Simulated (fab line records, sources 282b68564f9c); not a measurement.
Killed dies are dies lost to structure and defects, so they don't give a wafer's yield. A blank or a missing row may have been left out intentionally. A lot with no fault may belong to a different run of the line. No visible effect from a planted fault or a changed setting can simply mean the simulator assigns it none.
Comparing a struck lot with a sound one || flow ritCmos || 21 out of 202 route steps
Sound: wafers L814.3, L814.5, L814.6. Wafers struck: L826.1, L826.4, L826.5. The cause is given at the end.
For every step that has rows: the tool of each side, followed by ch and its chambers, followed by its first start. Under that, the readings that differ: sound wafers || struck wafers || difference of the means || sigmas: that difference in standard deviations of wafers without a fault.
alike: same words and numbers on both sides, and readings whose means sit less than 2 such deviations apart. not compared: any withheld reading, any reading some wafer has no value for, any bound like >300 that may hide the same value, and any number with overlapping values for which the record gives no deviation.
The two part at a step that has a row with sigmas, a row that says differs or no value, or rows on one side only. Numbers that don't overlap but have no deviation are shown without sigmas and don't part them. A reading missing from all wafers of one side parts the sides only when that side holds two or more wafers.

first, 3 steps without rows for these wafers: RIT_PWELL_EXPOSE_03 (exposes mask M3, target cd 43700 nm); RIT_PWELL_PEB_04; RIT_PWELL_DEVELOP_05 (develop time 68 s).
RIT_PWELL_OVL_MEAS_06:
  sound on overlay-01, day 4 00:37; struck on overlay-01, day 6 09:46
  alike: PWELL_OVL
then, 2 steps without rows for these wafers: RIT_PWELL_HARDBAKE_07 (time 120 s); RIT_PWELL_IMPLANT_08.
RIT_PWELL_STRIP_09: strips in O2, time 180 s.
  sound on plasmaAsher-01 ch 0,1, day 4 01:06; struck on plasmaAsher-01 ch 0, day 6 10:13
  alike: drypumpMotorCurrentA
  not compared: rfHoursCounterH
RIT_PWELL_TW_MEAS_10:
  sound on filmMetro-02, day 4 01:14; struck on filmMetro-02, day 6 10:23
  alike: PWELL_TW
then, 1 step without rows for these wafers: RIT_WELLDRIVE_ANNEAL_00 (time 14700 s).
RIT_WELLDRIVE_RS_MEAS_01: measurement is done with a four-point probe.
  sound on filmMetro-01, day 4 07:44; struck on filmMetro-01, day 6 16:19
  alike: NWELL_RS
RIT_WELLDRIVE_RS_MEAS_02: measurement is done with a four-point probe.
  sound on filmMetro-01, day 4 07:52; struck on filmMetro-01, day 6 16:26
  alike: PWELL_RS
then, 1 step without rows for these wafers: RIT_NRETRO_HMDS_00 (prime time 60 s).
RIT_NRETRO_COAT_01: resist thk 1300 nm.
  sound on lithoTrack-02 ch 0, day 4 08:08; struck on lithoTrack-04 ch 0, day 6 16:43
{"reading": "spinSpeedRpm (rpm)", "sound": "1999.1 2000.3 1997.9", "struck": "1660.6 1660.0 1661.2", "difference": -338.5, "sigmas": "-99 or more"}
{"reading": "model.NOVOLAK_of_NRETRO_COAT_01.thkNm (nm)", "sound": "1308 1312 1311", "struck": "1429 1425 1423", "difference": "+115", "sigmas": ""}
then, 4 steps without rows for these wafers: RIT_NRETRO_SOFTBAKE_02 (time 60 s); RIT_NRETRO_EXPOSE_03 (exposes mask M4, target cd 43900 nm); RIT_NRETRO_PEB_04; RIT_NRETRO_DEVELOP_05 (develop time 68 s).
RIT_NRETRO_OVL_MEAS_06:
  sound on overlay-02, day 4 08:50; struck on overlay-02, day 6 17:26
  alike: NRETRO_OVL
RIT_NRETRO_HARDBAKE_07: time 120 s.
  sound on lithoTrack-03 ch 0, day 4 08:56; struck on lithoTrack-03 ch 0, day 6 17:31
{"reading": "model.NOVOLAK_of_NRETRO_COAT_01.thkNm (nm)", "sound": "1144 1147 1146", "struck": "1248 1244 1243", "difference": "+99", "sigmas": ""}
after that, 1 step had no rows for these wafers: RIT_NRETRO_IMPLANT_08.
RIT_M1_PROBE_99:
  sound on prober-02, day 5 23:04; struck on prober-02, day 8 00:13
  alike: killedAtContacts, killedAtFrontEnd, killedDies, killedOpen, killedShort

== WHERE THEY PART ==
Only at RIT_NRETRO_COAT_01, within this record. Later steps at which nothing parts them and some readings are alike: RIT_NRETRO_OVL_MEAS_06, RIT_M1_PROBE_99.

WHY: what had been put in by the simulator
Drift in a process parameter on lithoTrack-04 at RIT_NRETRO_COAT_01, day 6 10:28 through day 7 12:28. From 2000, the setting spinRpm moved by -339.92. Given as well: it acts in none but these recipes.
